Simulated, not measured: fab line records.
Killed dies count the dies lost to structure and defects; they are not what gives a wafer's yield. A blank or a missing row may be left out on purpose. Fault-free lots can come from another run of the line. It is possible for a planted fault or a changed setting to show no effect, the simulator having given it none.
A lot that was struck, set against a sound lot :: flow ritCmos :: 18 steps out of a route of 202
Sound: the wafers L294.3, L294.4, L294.5. The struck wafers were L303.3, L303.4, L303.5. Last of all comes the cause.
Each step with rows lists, per side, the tool, then ch with its chambers, then its first start. Under that, the readings that differ: sound wafers :: struck wafers :: difference of the means :: sigmas: that difference in standard deviations of wafers without a fault.
alike: a reading whose means differ by less than 2 such deviations, as well as words and numbers matching on both sides. not compared: withheld readings; readings where some wafer has no value; bounds like >300 that might hide an equal value; numbers whose values overlap and for which the record gives no deviation.
Wherever a step has rows on one side only, a row that says differs or no value, or a row with sigmas, the two part there. When numbers do not overlap yet have no deviation, they are printed without sigmas and do not part them. A reading missing from all wafers of one side parts the sides only when that side holds two or more wafers.

RIT_M1_RS_MEAS_01: the measuring method here is four-point-probe.
  struck on filmMetro-04, day 5 06:12; sound on filmMetro-03, day 3 14:24
  alike: M1_AL_RS
RIT_M1_THK_MEAS_02: measures by xrf.
  struck on filmMetro-04, day 5 06:18; sound on filmMetro-03, day 3 14:30
  alike: M1_AL_THK
then, 2 steps without rows for these wafers: RIT_M1_HMDS_03 (prime time 60 s); RIT_M1_COAT_04 (resist thk 1300 nm).
RIT_M1_SOFTBAKE_05: time 61.63 s.
  sound on lithoTrack-03 ch 0, day 3 14:53; struck on lithoTrack-04 ch 0, day 5 06:41
reading: plateSensorTEdgeC (C)
sound: 91.028 91.013 91.014
struck: 91.045 91.043 91.037
difference: +0.023
sigmas: +2
  alike: exhaustPa, heaterPowerTotalW, plateSensorTCentreC
then, 3 steps without rows for these wafers: RIT_M1_EXPOSE_06 (exposes mask M12, target cd 2600 nm); RIT_M1_PEB_07; RIT_M1_DEVELOP_08 (develop time 68 s).
RIT_M1_CD_MEAS_09: the cd target is 2600 nm.
  struck on cdSem-01, day 5 07:16; sound on cdSem-02, day 3 15:35
  alike: cdNm
RIT_M1_OVL_MEAS_10:
  struck on overlay-02, day 5 07:22; sound on overlay-01, day 3 15:41
  alike: M1_OVL
then, 1 step without rows for these wafers: RIT_M1_HARDBAKE_11 (time 120 s).
RIT_M1_METAL_ETCH_12: etches Al in Cl2/BCl3, stops on SiO2, time 165 s, target depth 600 nm.
  sound on rieMetal-03 ch 0,1, day 3 16:01; struck on rieMetal-03 ch 0,1, day 5 07:41
  alike: drypumpMotorCurrentA, oesProductAu, rfFwdPowerW, throttleValvePct
  not compared: rfHoursCounterH
RIT_M1_STRIP_13: strips in nmp, time 600 s.
  sound on wetBench-04 ch 2, day 3 16:07; struck on wetBench-04 ch 0, day 5 07:47
RIT_M1_STRIP_14: strips in O2, time 180 s.
  sound on plasmaAsher-01 ch 0,1, day 3 16:21; struck on plasmaAsher-02 ch 0,1, day 5 08:02
reading: drypumpMotorCurrentA (A)
sound: 4.7 5.2 4.7
struck: 5.9 5.8 5.9
difference: +1.0
sigmas: +2
  alike: rfReflPowerW
  not compared: rfHoursCounterH
RIT_M1_CD_MEAS_90: the cd target is 2600 nm.
  struck on cdSem-02, day 5 08:11; sound on cdSem-02, day 3 16:30
  alike: cdNm
then, 1 step without rows for these wafers: RIT_M1_ANNEAL_15 (time 1800 s).
RIT_M1_BOW_MEAS_16:
  struck on filmMetro-01, day 5 10:10; sound on filmMetro-03, day 3 18:07
  alike: M1_BOW
RIT_M1_PROBE_99:
  struck on prober-01, day 5 10:21; sound on prober-01, day 3 18:18
reading: hold
sound: - - -
struck: awaitDispo/4.4h/release awaitDispo/4.4h/release awaitDispo/4.4h/release
difference: no value on the sound wafers
sigmas: 

reading: defectLimitedYield (%)
sound: 98.1 97.0 99.6
struck: 85.2 88.3 88.6
difference: -10.9
sigmas: -9

reading: killed_at_M0_to_M3
sound: 0 0 0
struck: 26 26 25
difference: +26
sigmas: +99 or more

reading: killedDies
sound: 5 8 1
struck: 39 31 30
difference: +29
sigmas: +9

reading: killedOnRim
sound: 1 3 0
struck: 12 10 8
difference: +9
sigmas: +6

reading: sort_bin_3_pad_short (%)
sound: 0.4 0 0
struck: 3.8 3.0 1.5
difference: +2.6
sigmas: +12

reading: sort_bin_5_function (%)
sound: 0.8 2.3 0.4
struck: 7.6 6.4 6.8
difference: +5.8
sigmas: +7

reading: sort_bin_6_memory (%)
sound: 0.8 0.8 0
struck: 3.4 2.3 3.0
difference: +2.4
sigmas: +4

reading: sortNPass
sound: 259 256 263
struck: 225 233 234
difference: -29
sigmas: -9

reading: sortYieldPct (%)
sound: 98.1 97.0 99.6
struck: 85.2 88.3 88.6
difference: -10.9
sigmas: -9

reading: model.etest.tester.sortNPass
sound: 259 256 263
struck: 225 233 234
difference: -29
sigmas: 

reading: model.etest.tester.sortYieldPct (%)
sound: 98.11 96.97 99.62
struck: 85.23 88.26 88.64
difference: -10.86
sigmas: 

reading: model.etest.tester.sort_bin_5_pct (%)
sound: 0.7576 2.273 0.3788
struck: 7.576 6.439 6.818
difference: +5.808
sigmas: 

reading: model.etest.tester.sort_bin_6_pct (%)
sound: 0.7576 0.7576 0
struck: 3.409 2.273 3.03
difference: +2.399
sigmas: 
  alike: killedAtFrontEnd, killedOpen, killedShort

## WHERE THEY PART
At RIT_M1_SOFTBAKE_05 first; at RIT_M1_PROBE_99 last (within this record only).

WHY: whatever the simulator had introduced
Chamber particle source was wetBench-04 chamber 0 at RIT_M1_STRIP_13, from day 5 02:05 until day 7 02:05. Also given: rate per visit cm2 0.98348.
